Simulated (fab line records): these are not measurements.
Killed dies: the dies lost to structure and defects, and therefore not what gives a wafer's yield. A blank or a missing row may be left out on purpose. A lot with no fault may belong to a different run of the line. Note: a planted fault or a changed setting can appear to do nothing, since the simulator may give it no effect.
Code-filled problem report in 8D (eight disciplines) form    flow berkeleyCmos170    the parts of the form that need people (team, actions taken, sign-off) are left out

1. PROBLEM STATEMENT
Across 2 wafers from 2 lots, SILICIDE_TI_RS at UCB170_SILICIDE_RS_MEAS_02 averages 40.02 ohm/sq, while fault-free wafers read 26.11 ohm/sq with a standard deviation of 0.25. Measured from the usual mean, that is +56 standard deviations.
The step: measures by four-point-probe.
First observed at day 10 06:34: wafer L338.1, on filmMetro-03. At this step, 42 wafers from 14 lots have a number in the record. Rule for "out" (also "out of limits"): further than 4 standard deviations from the usual mean. The other wafers with a number count as sound.

2. WHAT IT IS, AND WHAT IT ISN'T
question                     is                          is not
which readings at this step  SILICIDE_TI_RS              -
which lots                   L338, L339                  L323, L324, L326, L327, L329, L330, L331, L332, L335, L343, L345, L346
which wafers of those lots   L338.1, L339.3              L338.3, L338.4, L339.4, L339.5
read on which gauges         filmMetro-03, filmMetro-04  filmMetro-02
when                         from day 10 06:34           up to then (29 sound wafers); but 11 sound wafers of L339, L343, L345, L346 came after

3. SUSPECTS, AND WHAT RULES EACH OUT
Counting: any tool at a process step up to the reading remains a suspect provided it ran every lot that is out. Sound lots after the first of them don't rule it out here, since some wafers of a struck lot are sound.
- the gauge at UCB170_SILICIDE_RS_MEAS_02 is ruled out. Those wafers that are out were read across 2 gauges (filmMetro-03, filmMetro-04).
- pvdSputter-01 at UCB170_SILICIDE_SPUTTER_01 (material Ti, target thk 30 nm, time 25 s): kept. It processed each lot that is out (first: L338, day 10 06:32); up to then, its last sound lot is L335 (day 9 16:13).
After counting, what remains is pvdSputter-01 at UCB170_SILICIDE_SPUTTER_01.

4. THE CAUSE (what the simulator had put in)
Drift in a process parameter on pvdSputter-01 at UCB170_SILICIDE_SPUTTER_01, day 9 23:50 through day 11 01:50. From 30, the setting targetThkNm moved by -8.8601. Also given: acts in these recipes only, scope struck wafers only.
Counting left only this tool.

5. THE CHAIN OF EFFECTS, in route order
One row per reading whose mean, taken over the struck wafers that have a number, lies over 3 standard deviations from the usual. Readings are gone through only where the record gives a usual standard deviation; hours: the median, over the lots, of the time from a lot's start at the first step in this table giving one to that lot's start at this step; sigmas: the change measured in usual standard deviations.
hours  step                         reading          usual         on struck wafers  change  sigmas
0      UCB170_SILICIDE_RS_MEAS_02   SILICIDE_TI_RS   26.11 ohm/sq  40.02             +13.91  +56
0      UCB170_SILICIDE_THK_MEAS_03  SILICIDE_TI_THK  30.05 nm      20.90             -9.15   -38

6. WHAT WOULD HAVE CAUGHT IT SOONER
7 hours passed between the start of the fault at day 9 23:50 and the first reading out of limits at a measuring or inspecting step in this record, taken at day 10 06:34.
An alarm limit of 4 standard deviations would not have fired on the tool readings at UCB170_SILICIDE_SPUTTER_01 for which the record gives a usual standard deviation, since none of them was out on any struck wafer.
L339, from the lots that are out (2), started UCB170_SILICIDE_SPUTTER_01 on pvdSputter-01 later than day 10 06:34. A tool hold placed at that time would have kept it from harm.
